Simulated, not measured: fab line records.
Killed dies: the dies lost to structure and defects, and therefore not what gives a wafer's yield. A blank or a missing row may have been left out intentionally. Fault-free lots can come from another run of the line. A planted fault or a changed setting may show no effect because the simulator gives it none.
Code-filled problem report in 8D (eight disciplines) form | flow berkeley-cmos170 | the parts of the form that need people (team, actions taken, sign-off) are left out

1. THE PROBLEM
Mean of oes-product-au at UCB170_M1_ETCH_11: 0.867 a.u. across 2 wafers in 2 lots; on wafers with no fault it is 1.003 a.u. (standard deviation 0.028). That is -4.9 standard deviations from the usual mean.
The step: etches BARC in N2/H2.
Earliest sighting: wafer L247.4 on rie-diel-01 at day 11 00:54. The record holds 38 wafers of 14 lots with a number at this step. By rule, "out" or "out of limits" means more than 4 standard deviations away from the usual mean. All remaining wafers that have a number are taken as sound.

2. WHAT IT IS, WHAT IT ISN'T
question                    | is                     | is not
which readings at this step | oes-product-au         | drypump-motor-current-A, throttle-valve-pct
which lots                  | L247, L248             | L236, L237, L238, L239, L242, L243, L244, L250, L253, L255, L257, L259
which wafers of those lots  | all that have a number | -
read on which tools         | rie-diel-01            | rie-diel-03, rie-diel-04
when                        | from day 11 00:54      | up to then (21 sound wafers); but 15 sound wafers of L250, L253, L255, L257, L259 came after

3. THE SUSPECTS, EACH WITH WHAT RULES IT OUT
Counting: any tool at a process step up to the reading is kept as a suspect provided that every lot that is out went through it and no sound lot did after the first of them.
- rie-diel-01 at UCB170_M1_ETCH_11 (etches BARC in N2/H2): kept. It ran every lot that is out, first L247 (day 11 00:54), and no sound lot after that; its last sound lot up to then is L242 (day 9 22:09). Its own readings are out on those wafers: oes-product-au.
Left after counting: rie-diel-01 at UCB170_M1_ETCH_11.

4. THE CAUSE (what the simulator had put in)
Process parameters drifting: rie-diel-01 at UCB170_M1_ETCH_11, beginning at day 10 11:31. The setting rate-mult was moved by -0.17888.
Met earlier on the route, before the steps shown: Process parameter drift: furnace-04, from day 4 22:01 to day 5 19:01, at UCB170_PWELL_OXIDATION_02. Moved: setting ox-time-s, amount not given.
After counting, this tool was the only one left.

5. THE CHAIN OF EFFECTS, in route order
One row per reading whose mean, taken over the struck wafers that have a number, lies over 3 standard deviations from the usual. Scope: only readings with a usual standard deviation given in the record; hours: median across lots of the time from each lot's start at the first step in this table that gives one to its start at this step; sigmas: change in usual standard deviations.
hours | step              | reading        | usual      | on struck wafers | change | sigmas
0     | UCB170_M1_ETCH_11 | oes-product-au | 1.003 a.u. | 0.867            | -0.136 | -4.9
It contains these process steps:
- UCB170_M1_ETCH_11: etches BARC in N2/H2.

6. HOW IT WOULD HAVE BEEN CAUGHT EARLIER
The fault began at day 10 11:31; the first out-of-limits reading in this record came at day 11 00:54, 13 hours later.
